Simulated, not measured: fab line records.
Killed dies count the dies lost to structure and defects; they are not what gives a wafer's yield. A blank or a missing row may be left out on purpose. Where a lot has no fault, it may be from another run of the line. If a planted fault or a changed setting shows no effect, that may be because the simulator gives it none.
What tool caused it? || flow berkeleyCmos170 || 7 lots, 21 wafers sampled, at 4 steps of a route of 331

## WHAT EACH GAUGE READ, for each wafer
UCB170_NSD_TW_MEAS_10.
{"lot": "L587", "measured": "day 7 01:23", "on": "filmMetro-01", "NSD_TW": "4173 4167 4165"}
{"lot": "L589", "measured": "day 7 10:47", "on": "filmMetro-03", "NSD_TW": "4122 4142 4118"}
{"lot": "L591", "measured": "day 8 00:43", "on": "filmMetro-02", "NSD_TW": "4187 4188 4208"}
{"lot": "L593", "measured": "day 8 10:16", "on": "filmMetro-01", "NSD_TW": "4162 4172 4167"}
{"lot": "L595", "measured": "day 8 09:41", "on": "filmMetro-01", "NSD_TW": "4175 4188 4177"}
{"lot": "L597", "measured": "day 9 03:02", "on": "filmMetro-03", "NSD_TW": "4131 4147 4129"}
{"lot": "L605", "measured": "day 10 07:07", "on": "filmMetro-02", "NSD_TW": "4217 4183 4198"}

## WHAT TOOL EACH LOT RAN ON (gives the tool, then ch and the chambers of the sampled wafers, and finally the start)
{"lot": "L587", "UCB170_ZERO_STRIP_07": "plasmaAsher-03 ch 0,1, day 1 22:52", "UCB170_NSD_IMPLANT_08": "implanter-03 ch 0, day 7 01:08", "UCB170_NSD_STRIP_09": "plasmaAsher-02 ch 0,1, day 7 01:17"}
{"lot": "L589", "UCB170_ZERO_STRIP_07": "plasmaAsher-04 ch 0,1, day 2 08:56", "UCB170_NSD_IMPLANT_08": "implanter-02 ch 0, day 7 10:34", "UCB170_NSD_STRIP_09": "plasmaAsher-03 ch 0,1, day 7 10:41"}
{"lot": "L591", "UCB170_ZERO_STRIP_07": "plasmaAsher-03 ch 0,1, day 2 19:47", "UCB170_NSD_IMPLANT_08": "implanter-03 ch 0, day 8 00:28", "UCB170_NSD_STRIP_09": "plasmaAsher-03 ch 0,1, day 8 00:37"}
{"lot": "L593", "UCB170_ZERO_STRIP_07": "plasmaAsher-01 ch 0, day 3 07:14", "UCB170_NSD_IMPLANT_08": "implanter-03 ch 0, day 8 10:02", "UCB170_NSD_STRIP_09": "plasmaAsher-04 ch 0,1, day 8 10:09"}
{"lot": "L595", "UCB170_ZERO_STRIP_07": "plasmaAsher-04 ch 1, day 3 17:49", "UCB170_NSD_IMPLANT_08": "implanter-02 ch 0, day 8 09:17", "UCB170_NSD_STRIP_09": "plasmaAsher-02 ch 0,1, day 8 09:35"}
{"lot": "L597", "UCB170_ZERO_STRIP_07": "plasmaAsher-01 ch 0,1, day 4 05:56", "UCB170_NSD_IMPLANT_08": "implanter-03 ch 0, day 9 02:49", "UCB170_NSD_STRIP_09": "plasmaAsher-03 ch 0,1, day 9 02:57"}
{"lot": "L605", "UCB170_ZERO_STRIP_07": "plasmaAsher-03 ch 0,1, day 5 19:14", "UCB170_NSD_IMPLANT_08": "implanter-02 ch 0, day 10 06:52", "UCB170_NSD_STRIP_09": "plasmaAsher-02 ch 1, day 10 07:01"}
- UCB170_ZERO_STRIP_07: strips in O2.
- UCB170_NSD_IMPLANT_08
- UCB170_NSD_STRIP_09: strips in O2.

## THE ANSWER, worked out from the rows above alone
Rule: the lots themselves supply what counts as usual. The widest of any qualifying gaps counts: lots, ordered by their means at a reading, are off when they make up no more than a third of the lots, leave a main group of 4 or more, and stand apart from it by 3 or more times the standard deviation of that group's means. A main group whose means are all the same, to the digits that the tables above print for the reading, isn't used. A lot without any number at a reading at which 4 lots or more have one is off too. Where the step has rows for the other lots, those lots are counted as sound.
No lot is off on any of the readings shown, so nothing can be concluded from this.

## WHAT THE SIMULATOR PUT IN
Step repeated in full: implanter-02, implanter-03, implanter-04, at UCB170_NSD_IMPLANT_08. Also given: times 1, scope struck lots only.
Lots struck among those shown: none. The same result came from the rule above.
